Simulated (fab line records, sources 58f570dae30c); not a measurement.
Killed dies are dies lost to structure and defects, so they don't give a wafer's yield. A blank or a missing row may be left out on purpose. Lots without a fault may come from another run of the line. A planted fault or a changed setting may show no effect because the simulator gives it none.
One fault seen from 2 desks | flow berkeley_cmos170 | each desk has only its own numbers; what lay behind them comes last

THE TOOL OWNER'S DESK: pvd_sputter-02
The tool's own readings at UCB170_M1_SPUTTER_00 (material Al, target thk 600 nm, time 80 s): means of the sampled wafers that have a number, for each lot that ran on this tool. A lot is out of limits, marked OUT, if its mean lies more than 4 standard deviations from the usual mean; the brackets give that distance.
Columns: A = cathode_dc_power_W at UCB170_M1_SPUTTER_00, usual 6000.0 W; B = throttle_valve_pct at UCB170_M1_SPUTTER_00, usual 30.1 %
lot  | first seen here | A                        | B
L854 | day 8 07:09     | 6000.8                   | 29.9
L856 | day 8 18:43     | 6000.2                   | 30.0
L862 | day 9 12:21     | 6000.5                   | 29.2
L864 | day 10 10:58    | 6446.9 (+99 or more) OUT | 30.6
This desk's finding: out of limits on L864; first on L864, day 10 10:58 (cathode_dc_power_W at UCB170_M1_SPUTTER_00). In limits: L854, L856, L862.

THE METROLOGY DESK
What the gauges read, lot by lot, whatever tool the lot ran on: means of the sampled wafers that have a number. A lot is out of limits, marked OUT, if its mean lies more than 4 standard deviations from the usual mean; the brackets give that distance.
Columns: A = PSD_RS at UCB170_SDANNEAL_RS_MEAS_02, usual 75.8 ohm/sq; B = M1_AL_RS at UCB170_M1_RS_MEAS_01, usual 0.0484 ohm/sq; C = M1_AL_THK at UCB170_M1_THK_MEAS_02, usual 601 nm
lot  | first seen here | A    | B                 | C
L850 | day 7 02:29     | 75.6 | 0.0481            | 601
L853 | day 7 11:40     | 75.1 | 0.0486            | 601
L854 | day 8 01:50     | 76.3 | 0.0484            | 603
L858 | day 8 11:25     | 75.8 | 0.0484            | 605
L856 | day 8 11:43     | 75.5 | 0.0475            | 610
L857 | day 8 11:53     | 76.1 | 0.0486            | 600
L860 | day 9 04:25     | 76.2 | 0.0483            | 607
L862 | day 9 04:46     | 76.3 | 0.0486            | 594
L864 | day 10 04:23    | 75.9 | 0.0454 (-6.0) OUT | 641 (+5.8) OUT
L865 | day 10 04:23    | 76.1 | 0.0487            | 595
L867 | day 10 08:30    | 76.3 | 0.0488            | 591
L872 | day 11 15:53    | 75.9 | 0.0485            | 591
L871 | day 11 16:46    | 76.0 | 0.0487            | 600
This desk's finding: out of limits on L864; first on L864, day 10 11:02 (M1_AL_RS at UCB170_M1_RS_MEAS_01). In limits: L850, L853, L854, L858, L856, L857, L860, L862, L865, L867, L872, L871.

PUT TOGETHER
The tool owner's desk could have raised an alarm at day 10 10:58, on L864.
The metrology desk could have raised an alarm at day 10 11:02, on L864.
Of the lots named, all ran UCB170_M1_SPUTTER_00 on pvd_sputter-02.

WHAT THE SIMULATOR HAD PUT IN
Process parameter drift: pvd_sputter-02, from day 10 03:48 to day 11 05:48, at UCB170_M1_SPUTTER_00. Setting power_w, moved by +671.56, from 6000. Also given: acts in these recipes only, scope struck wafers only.
Lots struck among those shown: L864.
Hours from the fault's start to each desk's first reading out of limits: the tool owner's desk, 7; the metrology desk, 7.
